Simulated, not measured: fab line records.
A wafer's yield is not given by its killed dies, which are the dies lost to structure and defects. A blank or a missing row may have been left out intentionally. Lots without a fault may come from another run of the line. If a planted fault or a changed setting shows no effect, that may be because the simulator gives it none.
Which tool was responsible? :: flow rit_cmos :: Sampling: 14 lots, 42 wafers, 2 of 202 route steps

WHAT EACH GAUGE READ, for each wafer
The record lacks any reading of a measuring or inspecting step that a usual standard deviation could be used to judge.

WHICH TOOL RAN EACH LOT (tool, then ch and the chambers of the sampled wafers, then the start)
lot: L515
RIT_NSD_DEVELOP_05: litho_track-01 ch 0, day 3 05:00
RIT_M1_PROBE_99: -

lot: L517
RIT_NSD_DEVELOP_05: litho_track-03 ch 0, day 3 19:00
RIT_M1_PROBE_99: prober-02, day 4 06:38

lot: L518
RIT_NSD_DEVELOP_05: litho_track-01 ch 0, day 3 22:00
RIT_M1_PROBE_99: -

lot: L519
RIT_NSD_DEVELOP_05: litho_track-04 ch 0, day 4 05:00
RIT_M1_PROBE_99: -

lot: L520
RIT_NSD_DEVELOP_05: litho_track-01 ch 0, day 4 13:00
RIT_M1_PROBE_99: -

lot: L521
RIT_NSD_DEVELOP_05: litho_track-03 ch 0, day 4 16:00
RIT_M1_PROBE_99: -

lot: L522
RIT_NSD_DEVELOP_05: litho_track-03 ch 0, day 4 17:00
RIT_M1_PROBE_99: -

lot: L523
RIT_NSD_DEVELOP_05: litho_track-01 ch 0, day 5 01:00
RIT_M1_PROBE_99: -

lot: L524
RIT_NSD_DEVELOP_05: litho_track-03 ch 0, day 5 05:00
RIT_M1_PROBE_99: -

lot: L526
RIT_NSD_DEVELOP_05: litho_track-03 ch 0, day 5 16:00
RIT_M1_PROBE_99: -

lot: L530
RIT_NSD_DEVELOP_05: litho_track-04 ch 0, day 6 12:00
RIT_M1_PROBE_99: -

lot: L535
RIT_NSD_DEVELOP_05: litho_track-01 ch 0, day 7 11:00
RIT_M1_PROBE_99: -

lot: L536
RIT_NSD_DEVELOP_05: litho_track-01 ch 0, day 7 18:00
RIT_M1_PROBE_99: -

lot: L537
RIT_NSD_DEVELOP_05: litho_track-03 ch 0, day 8 00:00
RIT_M1_PROBE_99: prober-02, day 8 11:13
- RIT_NSD_DEVELOP_05: develop time 50 s.
- RIT_M1_PROBE_99

WHAT THE TOOLS THEMSELVES READ (means of the sampled wafers that have a number; where no wafer has one, the mark that the record gives instead)
RIT_NSD_DEVELOP_05. Usual: 22.99 C for developer_temp_C, sd 0.099.
lot: L515
tool: litho_track-01
developer_temp_C (C): 23.03
flag: 

lot: L517
tool: litho_track-03
developer_temp_C (C): 22.96
flag: 

lot: L518
tool: litho_track-01
developer_temp_C (C): 22.93
flag: 

lot: L519
tool: litho_track-04
developer_temp_C (C): 23.04
flag: 

lot: L520
tool: litho_track-01
developer_temp_C (C): 23.07
flag: 

lot: L521
tool: litho_track-03
developer_temp_C (C): 22.93
flag: 

lot: L522
tool: litho_track-03
developer_temp_C (C): 22.90
flag: 

lot: L523
tool: litho_track-01
developer_temp_C (C): 23.07
flag: 

lot: L524
tool: litho_track-03
developer_temp_C (C): 23.80
flag: OFF

lot: L526
tool: litho_track-03
developer_temp_C (C): 23.86
flag: OFF

lot: L530
tool: litho_track-04
developer_temp_C (C): 22.93
flag: 

lot: L535
tool: litho_track-01
developer_temp_C (C): 23.03
flag: 

lot: L536
tool: litho_track-01
developer_temp_C (C): 23.06
flag: 

lot: L537
tool: litho_track-03
developer_temp_C (C): 22.98
flag: 

RIT_M1_PROBE_99. Usual: killed_at_contacts 0.0, standard deviation 0.22; killed_at_front_end 7, standard deviation 3.2; killed_dies 8, standard deviation 3.2; killed_open 3.7, standard deviation 2.1; killed_short 3.8, standard deviation 2.2.
lot: L517
tool: prober-02
killed_at_contacts: 0.0
killed_at_front_end: 8
killed_dies: 8
killed_open: 3.7
killed_short: 4.3
flag: 

lot: L537
tool: prober-02
killed_at_contacts: 0.0
killed_at_front_end: 10
killed_dies: 10
killed_open: 4.7
killed_short: 5.0
flag: 

THE ANSWER, worked out from the rows above alone
Rule: take the mean of a lot's wafers that have a number; if it is more than 3 standard deviations from the usual mean, the lot is off. Also off: a lot with no number at a reading for which 4 or more lots have one. Where the step has rows for the other lots, those lots are counted as sound. Order of review: gauges by route order, followed by the tools' own readings, for which a lot's mean as printed above is used. At the first step where some lot is off, the reading lying furthest off is the one used; lots without a number count as furthest.
Off at RIT_NSD_DEVELOP_05 (developer_temp_C): L524, L526.
A tool fits if, at that step or a process step before it, it ran every lot that is off, and no sound lot after the first of them. No candidate that was tried fits.

WHAT WAS PUT IN BY THE SIMULATOR
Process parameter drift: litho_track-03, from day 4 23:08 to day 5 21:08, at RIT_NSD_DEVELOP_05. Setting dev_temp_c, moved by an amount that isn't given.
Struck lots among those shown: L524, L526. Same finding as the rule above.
